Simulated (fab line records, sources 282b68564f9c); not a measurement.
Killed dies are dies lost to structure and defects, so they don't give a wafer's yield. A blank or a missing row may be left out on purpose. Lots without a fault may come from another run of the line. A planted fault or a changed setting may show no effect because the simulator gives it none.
Split-lot experiment | flow rit_cmos | 5 lots, 23 wafers read, on a route of 202 steps

THE SPLIT
At RIT_NSD_COAT_01 (resist thk 1000 nm), the setting spin_rpm was moved away from the recipe's 3250 rpm on 9 of the 23 wafers read, by -3.9% to +5.3%. The other wafers ran this setting at the recipe's value.

FROM THE SPLIT TO THE READING: what the file shows between them, 3 steps
- RIT_NSD_SOFTBAKE_02: time 60 s
- RIT_NSD_EXPOSE_03: exposes mask M9, target cd 40700 nm
- RIT_NSD_DEVELOP_05: develop time 50 s

THE READING
NOVOLAK_of_NSD_COAT_01.thk_nm (the simulator's own value, which no gauge read), in nm, at RIT_NSD_HARDBAKE_07 (time 60 s). The file gives no usual value for it. The 14 wafers here that ran the recipe average 886.1 nm, standard deviation 1.2 nm.

wafer  | tool, chamber at the split | spin_rpm as run, rpm | against the recipe | NOVOLAK_of_NSD_COAT_01.thk_nm, nm | against lot-mates on the recipe
L076.1 | litho_track-03, 0          | 3250                 | recipe             | 885.3                             | -
L076.3 | litho_track-03, 0          | 3250                 | recipe             | 885.8                             | -
L076.4 | litho_track-03, 0          | 3123                 | -3.9%              | 902.7                             | +17.2
L076.5 | litho_track-03, 0          | 3123                 | -3.9%              | 902.8                             | +17.2
L076.6 | litho_track-03, 0          | 3123                 | -3.9%              | 901.2                             | +15.7
L078.1 | litho_track-02, 0          | 3373                 | +3.8%              | 869.1                             | -17.9
L078.2 | litho_track-02, 0          | 3250                 | recipe             | 886.9                             | -
L078.3 | litho_track-02, 0          | 3373                 | +3.8%              | 871.6                             | -15.4
L078.5 | litho_track-02, 0          | 3250                 | recipe             | 887.2                             | -
L078.6 | litho_track-02, 0          | 3373                 | +3.8%              | 868.1                             | -18.9
L079.1 | litho_track-02, 0          | 3250                 | recipe             | 884.3                             | -
L079.2 | litho_track-02, 0          | 3250                 | recipe             | 887.3                             | -
L079.3 | litho_track-02, 0          | 3250                 | recipe             | 887.5                             | -
L079.4 | litho_track-02, 0          | 3250                 | recipe             | 883.5                             | -
L079.5 | litho_track-02, 0          | 3250                 | recipe             | 886.3                             | -
L082.3 | litho_track-03, 0          | 3250                 | recipe             | 886.4                             | -
L082.5 | litho_track-03, 0          | 3250                 | recipe             | 884.3                             | -
L082.6 | litho_track-03, 0          | 3250                 | recipe             | 886.9                             | -
L084.2 | litho_track-03, 0          | 3250                 | recipe             | 887.2                             | -
L084.3 | litho_track-03, 0          | 3421                 | +5.3%              | 864.7                             | -22.0
L084.4 | litho_track-03, 0          | 3421                 | +5.3%              | 869.2                             | -17.5
L084.5 | litho_track-03, 0          | 3250                 | recipe             | 886.3                             | -
L084.6 | litho_track-03, 0          | 3421                 | +5.3%              | 866.9                             | -19.9

THE FIT
A straight line over all 23 wafers: NOVOLAK_of_NSD_COAT_01.thk_nm changes by -3.96 nm for each +1% of spin_rpm; r = -0.99; the points scatter about the line by 1.6 nm.
The same after taking each lot's own level away (the mean of its wafers on the recipe; 23 wafers): -4.12 nm for each +1%; r = -0.99; scatter 1.6 nm.
On that fit, the largest move of spin_rpm shifts the reading by 22 nm.
The lots' own levels span 885.55 to 887.05 nm, that is 1.2 times the standard deviation above.
So the lot-to-lot level changes the slope little: the two slopes agree.
Check: with one of the wafers moved furthest among these (+5.3%) left out of the fit, the line predicts -21.5 nm for it against its lot-mates. It came out at -22 nm against them.

THE WHOLE CHAIN: every reading that the file lists as answering this split, in the file's order
step                | what it does       | reading                                                                        | change (the file's fit)              | r (the file's)
RIT_NSD_COAT_01     | resist thk 1000 nm | NOVOLAK_of_NSD_COAT_01.thk_nm (the simulator's own value, which no gauge read) | -4.7 nm for each +1% of the setting  | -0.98
RIT_NSD_HARDBAKE_07 | time 60 s          | NOVOLAK_of_NSD_COAT_01.thk_nm (the simulator's own value, which no gauge read) | -4.11 nm for each +1% of the setting | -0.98

THE FILE'S OWN FIT
NOVOLAK_of_NSD_COAT_01.thk_nm changes by -4.11 nm for each +1% of spin_rpm, r = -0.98.
